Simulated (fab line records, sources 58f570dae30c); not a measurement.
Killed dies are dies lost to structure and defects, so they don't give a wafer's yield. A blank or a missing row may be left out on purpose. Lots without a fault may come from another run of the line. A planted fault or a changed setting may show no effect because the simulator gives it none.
A struck lot beside a sound one | flow berkeley_cmos170 | 23 steps out of a route of 331
Sound: wafers L648.2, L648.3, L648.5. Struck: wafers L651.1, L651.3, L651.5. The cause comes at the end.
At each step with rows: each side's tool, then ch and its chambers, then its first start. Under that, the readings that differ: sound wafers | struck wafers | difference of the means | sigmas: that difference in standard deviations of wafers without a fault.
alike: readings whose means differ by less than 2 such deviations, and words and numbers that are the same on both sides. not compared: withheld readings, readings that some wafer has no value for, bounds like >300 that may hide the same value, and numbers for which the record gives no deviation and whose values overlap.
The two part at a step that has a row with sigmas, a row that says differs or no value, or rows on one side only. Numbers that don't overlap but have no deviation are shown without sigmas and don't part them. A reading that every wafer of one side lacks parts them only if that side has two wafers or more.

first, 6 steps without rows for these wafers: UCB170_ZERO_HMDS_00 (prime time 60 s); UCB170_ZERO_COAT_01 (resist thk 900 nm); UCB170_ZERO_SOFTBAKE_02 (time 60 s); UCB170_ZERO_EXPOSE_03 (exposes mask PM MARKS, target cd 4000 nm); UCB170_ZERO_PEB_04; UCB170_ZERO_DEVELOP_05 (develop time 45 s).
UCB170_ZERO_ETCH_06: etches SiO2 in CHF3/CF4/Ar, time 12 s.
  sound on rie_diel-03 ch 1,2,3, day 2 08:05; struck on rie_diel-03 ch 2,3, day 3 04:50
  alike: drypump_motor_current_A, mfc_ar_sccm, oes_product_au, throttle_valve_pct
  not compared: rf_hours_counter_h
UCB170_ZERO_STRIP_07: strips in O2.
  sound on plasma_asher-01 ch 0,1, day 2 08:06; struck on plasma_asher-02 ch 0,1, day 3 04:51
  alike: drypump_motor_current_A, o2_flow_sccm, oes_product_au, strip_time_to_endpoint_s
  not compared: rf_hours_counter_h
then, 2 steps without rows for these wafers: UCB170_NWELL_WET_ETCH_00 (etches SiO2 in dHF, time 200 s); UCB170_NWELL_OXIDATION_01 (target thk 26.4 nm, ox time 1260 s).
UCB170_NWELL_THK_MEAS_02:
  sound on film_metro-04, day 2 14:00; struck on film_metro-02, day 3 10:36
  alike: NWELL_OXIDE_THK
then, 1 step without rows for these wafers: UCB170_NWELL_ANNEAL_03 (time 900 s).
UCB170_NWELL_CVD_04: deposits Si3N4 from SiH2Cl2/NH3, target thk 224 nm, time 3360 s.
  sound on lpcvd-01 ch 1, day 2 19:20; struck on lpcvd-02 ch 0, day 3 15:21
  reading                                 | sound             | struck            | difference | sigmas
  sih2cl2_flow_sccm (sccm)                | 24.95 24.97 24.93 | 30.11 30.06 30.01 | +5.11      | +75
  model.Si3N4_of_NWELL_CVD_04.thk_nm (nm) | 223.9 225.7 225.9 | 234.4 236.8 235.2 | +10.3      |
  alike: zone_power_load_pct
UCB170_NWELL_THK_MEAS_05:
  sound on film_metro-02, day 2 21:17; struck on film_metro-01, day 3 17:17
  reading                | sound             | struck            | difference | sigmas
  NWELL_NITRIDE_THK (nm) | 224.0 225.8 225.8 | 234.5 236.8 235.2 | +10.3      | +5
then, 6 steps without rows for these wafers: UCB170_NWELL_HMDS_06 (prime time 60 s); UCB170_NWELL_COAT_07 (resist thk 900 nm); UCB170_NWELL_SOFTBAKE_08 (time 60 s); UCB170_NWELL_EXPOSE_09 (exposes mask NWELL, target cd 3000 nm); UCB170_NWELL_PEB_10; UCB170_NWELL_DEVELOP_11 (develop time 45 s).
UCB170_NWELL_OVL_MEAS_12:
  sound on overlay-01, day 2 22:11; struck on overlay-01, day 3 18:58
  alike: NWELL_OVL
UCB170_NWELL_ETCH_13: etches Si3N4 in CH3F/Ar/O2, stops on SiO2, target depth 246.4 nm, time 154 s.
  sound on rie_diel-03 ch 1,3, day 2 22:13; struck on rie_diel-03 ch 0,1,2, day 3 19:01
  reading                  | sound             | struck            | difference | sigmas
  oes_product_au (a.u.)    | 0.955 0.957 0.962 | 0.976 0.987 1.002 | +0.030     | +3
  model.etch.depth_nm (nm) | 223.9 225.7 225.9 | 234.4 236.8 235.2 | +10.3      |
  alike: drypump_motor_current_A, mfc_ar_sccm, throttle_valve_pct
  not compared: rf_hours_counter_h
then, 1 step without rows for these wafers: UCB170_NWELL_IMPLANT_14.

WHERE THEY PART
First at UCB170_NWELL_CVD_04; last, within this record, at UCB170_NWELL_ETCH_13.

WHY: what the simulator had put in
Process parameter drift: lpcvd-02, from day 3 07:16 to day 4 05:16, at UCB170_NWELL_CVD_04. Setting sih2cl2_flow_sccm, moved by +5, from 25. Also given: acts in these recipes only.
